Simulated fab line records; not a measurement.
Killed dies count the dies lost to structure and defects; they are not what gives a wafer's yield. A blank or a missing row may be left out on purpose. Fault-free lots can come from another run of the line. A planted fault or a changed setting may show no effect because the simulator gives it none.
fab line records	flow rit_cmos
record lots=6	wafers=18	last_day=7
route steps=202 shown PRETRO@69 GATE@75 FOX2@80 M1@202
lots that met no fault: taken from a fault-free run of the same line
start_h: start of the lot's first displayed wafer, in hours after the record's first day	wait_h: time in hours since the lot's previous step	" the same as in the row above	L1.1+2: a row that stands for several wafers	- no value present, or no start provided	* or withheld: withheld	< > ~ a bound
route shown NAME@n: names a module that has steps shown in the file, with the first one's number in the route	usual: the fault-free wafers' mean and standard deviation	same: alike in all rows	chamber/n: place in a boat	sites: each site's reading	_std_site: standard deviation of those values	_edge_site: outer sites' mean less inner sites'	radius_mm: for every site, how far away it sits from the centre of the wafer	mask NAME#n: copy n	behind: the tool/chamber that last shaped the wafer	hold: what put the lot on hold/how long, in hours/how the hold closed	device: the transistor (n, p or np) that didn't switch	end of line: at the end of the route, the tests of the same wafers	where a step has no rows: the recipe by itself	killed: dies lost to structure and defects at the first sort, not the wafer's yield	map: per-die view of a wafer (x killed, . not killed, _ where there is no die)
set.NAME: the setting that was run; set.NAME@STEP: the one run at that earlier step	model.NAME: the simulator's own value behind a step, which no gauge read
lots seen at some steps along the route; tables by step, rows by wafer
services: a tool's chamber out of use, with start hour (start_h, from the record's first day; less than 0 if before it), hours out, and reason
## steps
# step RIT_PRETRO_DEVELOP_05
# recipe resist=NOVOLAK	develop_time_s=68	dev_temp_c=23
# step RIT_PRETRO_OVL_MEAS_06
# usual PRETRO_OVL=-0.5/1.4
lot.wafer	tool	chamber	start_h	wait_h	PRETRO_OVL[nm]
L724.1	overlay-01	-	68.18	-	1.4
L724.3	"	-	"	"	-2.0
L724.4	"	-	"	"	-0.1
L726.1	overlay-01	-	77.01	-	-0.2
L726.4	"	-	"	"	-1.0
L726.5	"	-	"	"	-1.4
L728.1	overlay-01	-	90.05	-	1.8
L728.2	"	-	"	"	-0.7
L728.5	"	-	"	"	-1.8
L734.1	overlay-02	-	114.19	-	1.0
L734.2	"	-	"	"	0.4
L734.3	"	-	"	"	-1.0
L737.2	overlay-02	-	128.29	-	-0.5
L737.4	"	-	"	"	-2.1
L737.5	"	-	"	"	-0.8
L740.2	overlay-02	-	142.85	-	-1.0
L740.5	"	-	"	"	0.5
L740.6	"	-	"	"	1.4
# step RIT_PRETRO_HARDBAKE_07
# recipe resist=NOVOLAK	temp_c=140	time_s=120
# step RIT_PRETRO_IMPLANT_08
# recipe species=B	energy_kev=45	dose_cm2=1.2e+13	tilt_deg=7
# step RIT_PRETRO_STRIP_09
# recipe chemistry=O2	time_s=180	resist=NOVOLAK	platen_temp_c=withheld	power_w=500	pressure_mtorr=4000	o2_flow_sccm=4000
# usual drypump_motor_current_A=5.74/0.22
lot.wafer	tool	chamber	start_h	wait_h	drypump_motor_current_A	rf_hours_counter_h
L724.1	plasma_asher-03	1	68.62	0.1	5.73	42
L724.3	"	1	"	"	5.72	-
L724.4	"	0	"	"	5.37	-
L726.1	plasma_asher-03	0	77.44	0.1	5.37	43
L726.4	"	0	"	"	5.33	-
L726.5	"	0	"	"	5.37	-
L728.1	plasma_asher-02	1	90.49	0.1	6.01	29
L728.2	"	0	"	"	5.79	29
L728.5	"	1	"	"	6.03	-
L734.1	plasma_asher-01	1	114.63	0.1	6.09	45
L734.2	"	0	"	"	5.74	45
L734.3	"	1	"	"	6.08	-
L737.2	plasma_asher-02	1	128.72	0.1	6.01	34
L737.4	"	0	"	"	5.74	-
L737.5	"	0	"	"	5.77	-
L740.2	plasma_asher-03	0	143.28	0.1	5.42	3
L740.5	"	0	"	"	5.35	-
L740.6	"	1	"	"	5.75	-
# step RIT_PRETRO_TW_MEAS_10
# usual PRETRO_TW=475/3.1
lot.wafer	tool	chamber	start_h	wait_h	PRETRO_TW
L724.1	film_metro-02	-	68.79	0.1	477
L724.3	"	-	"	"	478
L724.4	"	-	"	"	479
L726.1	film_metro-04	-	77.62	0.1	476
L726.4	"	-	"	"	479
L726.5	"	-	"	"	475
L728.1	film_metro-01	-	90.66	0.1	473
L728.2	"	-	"	"	471
L728.5	"	-	"	"	472
L734.1	film_metro-01	-	114.80	0.1	470
L734.2	"	-	"	"	472
L734.3	"	-	"	"	472
L737.2	film_metro-02	-	128.90	0.1	474
L737.4	"	-	"	"	477
L737.5	"	-	"	"	475
L740.2	film_metro-01	-	143.46	0.1	472
L740.5	"	-	"	"	474
L740.6	"	-	"	"	474
# step RIT_GATE_WET_ETCH_00
# recipe chemistry=BOE	target=SiO2	target_depth_nm=56	time_s=60	dry=n2_spin	dilution=10:1	temp_c=21.5
# step RIT_GATE_CLEAN_01
# recipe chemistry=SC1	mix=3:3:50	time_s=600	temp_c=75
# step RIT_GATE_CLEAN_02
# recipe chemistry=dHF	dilution=50:1	time_s=30
# step RIT_GATE_CLEAN_03
# recipe chemistry=SC2	mix=3:3:50	time_s=600	temp_c=75	dry=n2_spin
# step RIT_GATE_CLEAN_04
# recipe chemistry=dHF	dilution=50:1	time_s=60	dry=n2_spin
# step RIT_FOX2_THK_MEAS_91
# recipe reads=SiO2_of_FOX2_OXIDATION_00
# usual FIELD_OXIDE_LEFT_2_THK=256/6.2
lot.wafer	tool	chamber	start_h	wait_h	FIELD_OXIDE_LEFT_2_THK[nm]
L724.1	film_metro-04	-	69.27	0.0	263
L724.3	"	-	"	"	259
L724.4	"	-	"	"	257
L726.1	film_metro-02	-	78.09	0.0	259
L726.4	"	-	"	"	259
L726.5	"	-	"	"	263
L728.1	film_metro-04	-	91.16	0.0	253
L728.2	"	-	"	"	249
L728.5	"	-	"	"	255
L734.1	film_metro-04	-	115.28	0.0	244
L734.2	"	-	"	"	245
L734.3	"	-	"	"	251
L737.2	film_metro-03	-	129.39	0.0	261
L737.4	"	-	"	"	262
L737.5	"	-	"	"	261
L740.2	film_metro-02	-	143.94	0.0	257
L740.5	"	-	"	"	256
L740.6	"	-	"	"	257
# step RIT_GATE_OXIDATION_05
# recipe temp_c=900	ambient=O2	target_thk_a=30	ox_time_s=270
lot.wafer	tool	chamber	start_h	wait_h	model.SiO2_of_GATE_OXIDATION_05.thk_nm
L724.1	furnace-04	0	72.59	3.3	3.064
L724.3	"	0	"	"	3.073
L724.4	"	0	"	"	3.037
L726.1	furnace-04	0	79.71	1.6	2.785
L726.4	"	0	"	"	2.742
L726.5	"	0	"	"	2.709
L728.1	furnace-04	0	91.92	0.8	2.845
L728.2	"	0	"	"	2.799
L728.5	"	0	"	"	2.777
L734.1	furnace-01	0	115.64	0.3	2.922
L734.2	"	0	"	"	2.964
L734.3	"	0	"	"	2.98
L737.2	furnace-01	0	129.83	0.4	3.018
L737.4	"	0	"	"	3.045
L737.5	"	0	"	"	3.085
L740.2	furnace-01	0	144.87	0.9	3.051
L740.5	"	0	"	"	3.016
L740.6	"	0	"	"	3.021
# step RIT_GATE_ANNEAL_06
# recipe temp_c=900	time_s=600	ambient=N2O
# step RIT_GATE_THK_MEAS_07
# recipe reads=SiO2_of_GATE_OXIDATION_05
# usual GATE_OXIDE_THK=3.00/0.068
lot.wafer	tool	chamber	start_h	wait_h	GATE_OXIDE_THK[nm]
L724.1	film_metro-04	-	77.78	0.0	3.00
L724.3	"	-	"	"	3.06
L724.4	"	-	"	"	3.05
L726.1	film_metro-03	-	81.65	0.0	2.75
L726.4	"	-	"	"	2.74
L726.5	"	-	"	"	2.69
L728.1	film_metro-02	-	93.25	0.0	2.82
L728.2	"	-	"	"	2.73
L728.5	"	-	"	"	2.74
L734.1	film_metro-04	-	117.73	0.0	2.96
L734.2	"	-	"	"	2.95
L734.3	"	-	"	"	2.91
L737.2	film_metro-02	-	131.16	0.0	3.06
L737.4	"	-	"	"	3.05
L737.5	"	-	"	"	3.07
L740.2	film_metro-04	-	149.30	0.0	3.04
L740.5	"	-	"	"	2.96
L740.6	"	-	"	"	2.99
# step RIT_GATE_CVD_08
# recipe material=poly-Si	target_thk_nm=250	temp_c=610	precursor=SiH4	time_s=2220	pressure_mtorr=300	sih4_flow_sccm=100
# step RIT_M1_PROBE_99
# usual killed_at_contacts=0.1/0.37	killed_at_front_end=6.9/2.9	killed_dies=7.1/2.9	killed_open=3.3/1.8	killed_short=3.6/2.2
# same gross_dies=264	killed_at_M0_to_M3=0	killed_at_M4_up=0	killed_at_back_side=0	killed_at_other=0
lot.wafer	tool	chamber	start_h	wait_h	killed_at_contacts	killed_at_front_end	killed_dies	killed_open	killed_short	model.etest.pmos_0p3.r_on_ohm_um	model.etest.pmos_0p15.r_on_ohm_um	model.etest.nmos_0p3.r_on_ohm_um	model.etest.nmos_0p15.drive_ua_um	model.etest.nmos_narrow.drive_ua_um	model.etest.nmos_0p3.drive_ua_um	model.etest.pmos_0p15.drive_ua_um	model.etest.pmos_turned.drive_ua_um
L724.1	prober-01	-	101.40	0.1	1	6	7	2	4	6535	2872	2195	462.5	215.2	220.2	243.4	177.2
L724.3	prober-01	-	101.50	0.2	0	9	9	8	1	6410	2771	2171	466.2	217.2	220.7	252.4	186.2
L724.4	prober-01	-	101.55	0.2	0	7	7	4	3	6512	2849	2190	464.1	219.5	222.4	248.7	177.4
L726.1	prober-01	-	106.96	0.1	0	4	4	3	1	5939	2607	2065	497	251.9	246.6	276.1	209.2
L726.4	prober-01	-	107.11	0.2	0	7	7	4	3	5906	2654	2062	488.8	250.4	248.7	274.3	206
L726.5	prober-01	-	107.16	0.2	1	12	13	7	6	5755	2640	2044	499.7	260.6	255.7	281.3	211.7
L728.1	prober-01	-	118.04	0.1	0	4	4	3	1	5998	2652	2104	484.1	238.2	239	272.6	198.3
L728.2	prober-01	-	118.09	0.1	0	7	7	3	4	5908	2676	2072	483.1	243.7	242.8	270.5	198.4
L728.5	prober-01	-	118.24	0.2	0	3	3	0	3	5924	2645	2086	486.3	245.2	244	273.1	199.1
L734.1	prober-01	-	142.69	0.1	0	3	3	2	1	6135	2733	2117	470.1	242.1	234.9	260.3	199.8
L734.2	prober-01	-	142.74	0.1	0	8	8	5	3	6101	2657	2118	475.1	240.7	233.7	266.2	202.7
L734.3	prober-01	-	142.79	0.2	0	6	6	3	3	6133	2710	2145	470.4	237.8	230.8	263.8	203
L737.2	prober-02	-	158.21	0.1	0	4	4	1	3	6274	2713	2172	464.2	219.9	219.8	259.6	195.4
L737.4	prober-02	-	158.31	0.2	1	1	2	0	1	6332	2658	2188	478.6	215.6	218.5	267.8	197.9
L737.5	prober-02	-	158.36	0.2	1	5	6	1	4	6221	2676	2188	467.7	214.7	217.7	266.1	200.5
L740.2	prober-01	-	174.23	0.1	0	9	9	7	2	6390	2782	2156	482.8	227	224	255.6	192.9
L740.5	prober-01	-	174.38	0.2	0	9	9	4	5	6189	2721	2100	492.9	228.1	227.8	263	195.1
L740.6	prober-01	-	174.43	0.2	0	7	7	2	5	6223	2726	2114	481.5	224	226.1	259.3	193.1
# killed by level:class
L724.1 FOX1:geometric_particle:short=2 FOX1:geometric_particle:open=1 GATE:geometric_particle:open=1 SPACER:geometric_particle:short=1 CONTACT:geometric_particle:short=1 PRETRO:coat_microbubble_printed=1
L724.3 GATE:geometric_particle:open=4 SPACER:geometric_particle:open=2 FOX1:geometric_particle:open=1 FOX2:geometric_particle:short=1 FOX2:geometric_particle:open=1
L724.4 GATE:geometric_particle:open=3 GATE:geometric_particle:short=2 REOX:geometric_particle:open=1 SILICIDE:geometric_particle:short=1
L726.1 GATE:geometric_particle:open=2 GATE:geometric_particle:short=1 SILICIDE:geometric_particle:open=1
L726.4 SPACER:geometric_particle:short=2 ACTIVE:geometric_particle:short=1 FOX1:geometric_particle:open=1 GATE:geometric_particle:open=1 REOX:geometric_particle:open=1 SPACER:geometric_particle:open=1
L726.5 GATE:geometric_particle:open=5 GATE:geometric_particle:short=4 SPACER:geometric_particle:short=1 SPACER:geometric_particle:open=1 SILICIDE:geometric_particle:short=1 CONTACT:geometric_particle:open=1
L728.1 SPACER:geometric_particle:open=2 GATE:geometric_particle:short=1 SILICIDE:geometric_particle:open=1
L728.2 FOX2:geometric_particle:short=2 FOX2:geometric_particle:open=1 GATE:geometric_particle:open=1 REOX:geometric_particle:short=1 SPACER:geometric_particle:short=1 SPACER:geometric_particle:open=1
L728.5 FOX1:geometric_particle:short=1 GATE:geometric_particle:short=1 SILICIDE:geometric_particle:short=1
L734.1 FOX1:geometric_particle:short=1 FOX1:geometric_particle:open=1 SILICIDE:geometric_particle:open=1
L734.2 GATE:geometric_particle:open=4 SPACER:geometric_particle:short=2 REOX:geometric_particle:open=1 SILICIDE:geometric_particle:short=1
L734.3 GATE:geometric_particle:short=2 FOX1:geometric_particle:open=1 GATE:geometric_particle:open=1 REOX:geometric_particle:short=1 SPACER:geometric_particle:open=1
L737.2 GATE:geometric_particle:short=2 FOX2:geometric_particle:open=1 SILICIDE:geometric_particle:short=1
L737.4 GATE:geometric_particle:short=1 CONTACT:coat_microbubble_printed=1
L737.5 GATE:geometric_particle:short=2 GATE:geometric_particle:open=1 REOX:geometric_particle:short=1 SILICIDE:geometric_particle:short=1 CONTACT:coat_microbubble_printed=1
L740.2 GATE:geometric_particle:open=3 REOX:geometric_particle:open=2 FOX1:geometric_particle:open=1 FOX2:geometric_particle:short=1 GATE:geometric_particle:short=1 SILICIDE:geometric_particle:open=1
L740.5 FOX1:geometric_particle:short=3 REOX:geometric_particle:open=2 FOX1:geometric_particle:open=1 GATE:geometric_particle:short=1 REOX:geometric_particle:short=1 SPACER:geometric_particle:open=1
L740.6 FOX1:geometric_particle:short=1 GATE:geometric_particle:open=1 GATE:geometric_particle:short=1 SPACER:geometric_particle:short=1 SILICIDE:geometric_particle:short=1 SILICIDE:geometric_particle:open=1 STARTING-WAFER:geometric_particle:short=1
## services
tool	chamber	start_h	hours	kind
plasma_asher-02	-	58.08	9.8	repair
plasma_asher-02	-	67.84	9.9	pm
plasma_asher-03	-	108.75	9.0	pm
plasma_asher-03	0	108.75	9.0	vent_cycle
plasma_asher-03	1	108.75	9.0	vent_cycle
plasma_asher-03	0	117.75	-	clean
plasma_asher-03	1	117.75	-	clean
furnace-01	-	131.19	3.8	pm
furnace-04	-	143.75	3.4	pm
## key
first_sign step=RIT_GATE_THK_MEAS_07	reading=GATE_OXIDE_THK	direction=down	sigmas=3.7	usual=3.00	struck=2.75
effect none on later readings
model_effect step=RIT_GATE_OXIDATION_05	value=SiO2_of_GATE_OXIDATION_05.thk_nm	without=3.065	struck=2.776
model_effect step=RIT_M1_PROBE_99	value=etest.pmos_0p3.r_on_ohm_um	without=6390	struck=5905
met_at RIT_GATE_OXIDATION_05
struck_wafers L726.1,L726.4,L726.5,L728.1,L728.2,L728.5
tester_left_out L726,L728
onset_between 72.59 79.71
fault kind=process_parameter_drift	tool=furnace-04	chamber=-	onset_h=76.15	steps=RIT_GATE_OXIDATION_05	channel=ox_time_s	offset=*	shape=step	end_h=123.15	acts_in=*	stated=*
# tester_left_out: of these lots the tester's yield and bins aren't shown, on N5 and GAA mostly nor the transistor test; their killed dies are dies lost to structure and defects alone, not to doping, threshold or leakage, so they don't give the yield
